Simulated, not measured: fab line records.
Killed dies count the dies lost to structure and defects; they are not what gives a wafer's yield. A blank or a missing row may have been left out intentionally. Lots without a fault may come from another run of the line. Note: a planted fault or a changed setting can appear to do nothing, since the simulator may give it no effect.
fab line records	flow berkeleyCmos170	part 2 of 2: steps 32 to 44 of 44
record: lots: 5	wafers: 15	lastDay: 11
route steps=331 shown NWELL@26 PWELL@34 WELLDRIVE@55 ACTIVE@60
lots that met no fault: taken from a fault-free run of the same line
startH: hours from the record's opening day to when the first of the lot's shown wafers began	waitH: how many hours have passed since the lot's step before this one	" the same as in the row above	L1.1+2: several wafers, shown together as one row	- no value present, or no start provided	* or withheld: withheld	< > ~ a bound
route shown NAME@n: NAME is a module with steps in the file, n the number in the route of the first one	usual: mean and standard deviation over wafers with no fault	same: alike in all rows	chamber/n: place in a boat	sites: per-site readings	_std_site: the standard deviation of these	_edge_site: the outer-site mean with the inner-site mean subtracted	radiusMm: how far each site lies from the wafer's centre	mask NAME#n: copy n	behind: the most recent tool/chamber to have shaped the wafer	hold: what put the lot on hold/how long, in hours/how the hold closed	device: which transistor (n, p or np) failed to switch	end of line: tests of these same wafers at the route's end	step lacking rows: just its recipe	killed: dies that structure and defects cost at the first sort, which is not the same as the wafer's yield	map: a wafer's dies, x killed, . not, _ none there
set.NAME: the setting that was run; set.NAME@STEP: the one run at that earlier step	model.NAME: the simulator's own value behind a step, which no gauge read
lots at selected steps of the route; one table per step, one row per wafer
services: from which hour (startH, from the record's first day; less than 0 if before it) a tool's chamber was out of use, for how many hours, and why
== steps ==
step: UCB170_WELLDRIVE_THK_MEAS_02
recipe: reads: SiO2_of_WELLDRIVE_OXIDATION_01
usual: WELLDRIVE_OXIDE_THK: 198/3.3
lot.wafer	tool	chamber	startH	waitH	WELLDRIVE_OXIDE_THK[nm]
L076.1	filmMetro-04	-	66.25	0.0	195
L076.2	"	-	"	"	196
L076.4	"	-	"	"	194
L077.1	filmMetro-02	-	75.72	0.0	204
L077.3	"	-	"	"	203
L077.5	"	-	"	"	204
L084.1	filmMetro-03	-	114.77	0.0	198
L084.2	"	-	"	"	199
L084.5	"	-	"	"	199
L087.2	filmMetro-04	-	122.53	0.0	193
L087.3	"	-	"	"	195
L087.6	"	-	"	"	193
L094.2	filmMetro-04	-	166.60	0.0	197
L094.5	"	-	"	"	197
L094.6	"	-	"	"	199
step: UCB170_WELLDRIVE_ANNEAL_03
recipe: tempC: 1100	timeS: 900	ambient: N2
usual: tubeCenterTempC: 1100/0.084
same: timeS: 900
lot.wafer	tool	chamber	startH	waitH	tubeCenterTempC
L076.1	furnace-02	0	70.10	3.8	1100
L076.2	"	0	"	"	1100
L076.4	"	0	"	"	1100
L077.1	furnace-03	0	78.32	2.6	1100
L077.3	"	0	"	"	1100
L077.5	"	0	"	"	1100.1
L084.1	furnace-01	0	118.87	4.1	1100
L084.2	"	0	"	"	1100
L084.5	"	0	"	"	1100.2
L087.2	furnace-02	0	125.18	2.6	1100
L087.3	"	0	"	"	1099.8
L087.6	"	0	"	"	1099.9
L094.2	furnace-03	0	168.25	1.6	1099.9
L094.5	"	0	"	"	1100.1
L094.6	"	0	"	"	1099.9
step: UCB170_WELLDRIVE_WET_ETCH_04
recipe: chemistry: BOE	dilution: 5:1	target: SiO2	tempC: 25	timeS: 120
same: timeS: 120
lot.wafer	tool	chamber	startH	waitH
L076.1+2+4	wetBench-04	0	71.35	0.0
L077.1+3+5	wetBench-04	0	79.66	0.1
L084.1+2+5	wetBench-03	0	120.12	0.0
L087.2+3+6	wetBench-03	0	126.48	0.0
L094.2+5+6	wetBench-04	1	169.54	0.0
step: UCB170_ACTIVE_CLEAN_00
recipe: chemistry: SPM	tempC: 120	timeS: 600
same: timeS: 600
lot.wafer	tool	chamber	startH	waitH
L076.1+2+4	wetBench-03	2	71.39	0.0
L077.1+3+5	wetBench-04	2	79.70	0.0
L084.1+2+5	wetBench-02	0	120.16	0.0
L087.2+3+6	wetBench-03	0	126.52	0.0
L094.2+5+6	wetBench-02	0	173.47	3.9
step: UCB170_ACTIVE_CLEAN_01
recipe: chemistry: dHF	dilution: 25:1	timeS: 60
same: timeS: 60
lot.wafer	tool	chamber	startH	waitH
L076.1+2+4	wetBench-02	1	71.60	0.0
L077.1+3+5	wetBench-04	3	79.89	0.0
L084.1+2+5	wetBench-04	3	120.33	0.0
L087.2+3+6	wetBench-03	1	126.69	0.0
L094.2+5+6	wetBench-02	1	174.07	0.4
step: UCB170_ACTIVE_OXIDATION_02
recipe: tempC: 1000	ambient: O2	targetThkA: 264	oxTimeS: 1260
usual: tubeCenterTempC: 999.99/0.086
lot.wafer	tool	chamber	startH	waitH	tubeCenterTempC
L076.1	furnace-02	0	75.60	4.0	999.91
L076.2	"	0	"	"	999.96
L076.4	"	0	"	"	999.94
L077.1	furnace-02	0	82.70	2.8	999.99
L077.3	"	0	"	"	1000
L077.5	"	0	"	"	999.81
L084.1	furnace-02	0	123.83	3.5	999.96
L084.2	"	0	"	"	1000.2
L084.5	"	0	"	"	1000
L087.2	furnace-02	0	129.26	2.5	999.98
L087.3	"	0	"	"	999.77
L087.6	"	0	"	"	999.83
L094.2	furnace-04	0	176.01	1.9	999.83
L094.5	"	0	"	"	1000.1
L094.6	"	0	"	"	1000
step: UCB170_ACTIVE_THK_MEAS_03
recipe: reads: SiO2_of_ACTIVE_OXIDATION_02
usual: ACTIVE_OXIDE_THK: 26.4/0.4
lot.wafer	tool	chamber	startH	waitH	ACTIVE_OXIDE_THK[nm]
L076.1	filmMetro-03	-	76.95	0.0	26.3
L076.2	"	-	"	"	26.1
L076.4	"	-	"	"	26.2
L077.1	filmMetro-03	-	84.05	0.0	26.1
L077.3	"	-	"	"	26.0
L077.5	"	-	"	"	26.1
L084.1	filmMetro-03	-	125.18	0.0	26.0
L084.2	"	-	"	"	26.5
L084.5	"	-	"	"	26.7
L087.2	filmMetro-01	-	130.62	0.0	27.0
L087.3	"	-	"	"	26.7
L087.6	"	-	"	"	26.9
L094.2	filmMetro-03	-	177.37	0.0	26.1
L094.5	"	-	"	"	26.4
L094.6	"	-	"	"	26.4
step: UCB170_ACTIVE_ANNEAL_04
recipe: tempC: 1000	timeS: 900	ambient: N2
usual: tubeCenterTempC: 1000/0.087
same: timeS: 900
lot.wafer	tool	chamber	startH	waitH	tubeCenterTempC
L076.1	furnace-01	0	79.27	2.3	1000.1
L076.2	"	0	"	"	1000.1
L076.4	"	0	"	"	1000.2
L077.1	furnace-01	0	86.27	2.2	1000.1
L077.3	"	0	"	"	1000
L077.5	"	0	"	"	999.97
L084.1	furnace-04	0	128.65	3.5	999.96
L084.2	"	0	"	"	1000.1
L084.5	"	0	"	"	1000.1
L087.2	furnace-04	0	134.25	3.6	999.98
L087.3	"	0	"	"	1000.1
L087.6	"	0	"	"	999.98
L094.2	furnace-01	0	181.05	3.7	999.91
L094.5	"	0	"	"	1000
L094.6	"	0	"	"	999.82
step: UCB170_ACTIVE_CVD_05
recipe: material: Si3N4	targetThkNm: 220	tempC: 800	precursor: SiH2Cl2/NH3	timeS: 3300	pressureMtorr: 200	sih2cl2FlowSccm: 25	nh3FlowSccm: 75
usual: nh3FlowSccm: 75.05/0.18
same: timeS: 3300
lot.wafer	tool	chamber	startH	waitH	nh3FlowSccm
L076.1	lpcvd-01	1	80.52	0.0	75.00
L076.2	"	1	"	"	74.97
L076.4	"	1	"	"	75.44
L077.1	lpcvd-01	1	87.59	0.1	75.08
L077.3	"	1	"	"	75.14
L077.5	"	1	"	"	75.01
L084.1	lpcvd-02	0	130.03	0.1	75.12
L084.2	"	0	"	"	75.21
L084.5	"	0	"	"	75.16
L087.2	lpcvd-02	1	136.17	0.7	74.92
L087.3	"	1	"	"	75.35
L087.6	"	1	"	"	74.82
L094.2	lpcvd-01	0	182.30	0.0	74.60
L094.5	"	0	"	"	74.77
L094.6	"	0	"	"	75.03
step: UCB170_ACTIVE_THK_MEAS_06
recipe: reads: Si3N4_of_ACTIVE_CVD_05
usual: ACTIVE_NITRIDE_THK: 218.7/2.1
lot.wafer	tool	chamber	startH	waitH	ACTIVE_NITRIDE_THK[nm]
L076.1	filmMetro-02	-	82.43	0.0	221.5
L076.2	"	-	"	"	221.1
L076.4	"	-	"	"	220.8
L077.1	filmMetro-02	-	89.50	0.0	220.0
L077.3	"	-	"	"	221.4
L077.5	"	-	"	"	222.4
L084.1	filmMetro-03	-	131.94	0.0	219.3
L084.2	"	-	"	"	217.6
L084.5	"	-	"	"	218.1
L087.2	filmMetro-03	-	138.10	0.0	216.9
L087.3	"	-	"	"	216.5
L087.6	"	-	"	"	215.6
L094.2	filmMetro-01	-	184.23	0.0	217.8
L094.5	"	-	"	"	221.3
L094.6	"	-	"	"	218.7
step: UCB170_ACTIVE_HMDS_07
recipe: primeTimeS: 60	primeTempC: 100
lot.wafer	tool	chamber	startH	waitH
L076.1+2+4	lithoTrack-04	0	82.92	0.5
L077.1+3+5	lithoTrack-04	0	89.56	0.1
L084.1+2+5	lithoTrack-02	0	132.00	0.1
L087.2+3+6	lithoTrack-03	0	138.17	0.1
L094.2+5+6	lithoTrack-04	0	184.32	0.1
step: UCB170_ACTIVE_COAT_08
recipe: resist: KrF	spinRpm: 1500	resistThkNm: 900
lot.wafer	tool	chamber	startH	waitH
L076.1+2+4	lithoTrack-04	0	83.07	0.1
L077.1+3+5	lithoTrack-04	0	89.71	0.1
L084.1+2+5	lithoTrack-02	0	132.15	0.1
L087.2+3+6	lithoTrack-03	0	138.32	0.1
L094.2+5+6	lithoTrack-04	0	184.47	0.1
step: UCB170_ACTIVE_SOFTBAKE_09
recipe: resist: KrF	tempC: 130	timeS: 60
same: timeS: 60
lot.wafer	tool	chamber	startH	waitH
L076.1+2+4	lithoTrack-04	0	83.22	0.1
L077.1+3+5	lithoTrack-04	0	89.86	0.1
L084.1+2+5	lithoTrack-02	0	132.30	0.1
L087.2+3+6	lithoTrack-03	0	138.47	0.1
L094.2+5+6	lithoTrack-04	0	184.62	0.1
== services ==
tool	chamber	startH	hours	kind
wetBench-02	-	14.68	1.6	repair
implanter-03	-	15.06	6.2	repair
krfScanner-02	-	15.23	0.8	pm
implanter-03	-	19.67	1.8	repair
implanter-01	-	26.93	2.7	repair
plasmaAsher-02	-	30.25	14.6	pm
rieDiel-02	-	37.66	0.1	repair
furnace-01	-	39.62	12.6	repair
furnace-03	-	61.66	3.6	pm
krfScanner-02	-	61.80	1.0	pm
furnace-04	-	63.42	13.6	repair
plasmaAsher-03	-	73.11	23.0	pm
wetBench-04	-	73.37	0.6	repair
furnace-02	-	91.63	2.9	pm
krfScanner-02	-	91.78	1.3	pm
lpcvd-02	-	94.47	1.4	repair
furnace-01	-	114.15	3.0	pm
implanter-03	-	132.20	4.1	repair
furnace-01	-	136.78	2.7	pm
krfScanner-02	-	136.82	0.3	repair
krfScanner-02	-	140.14	4.0	pm
wetBench-03	-	160.71	46.4	repair
krfScanner-02	-	162.16	1.5	repair
furnace-03	-	177.89	5.5	pm
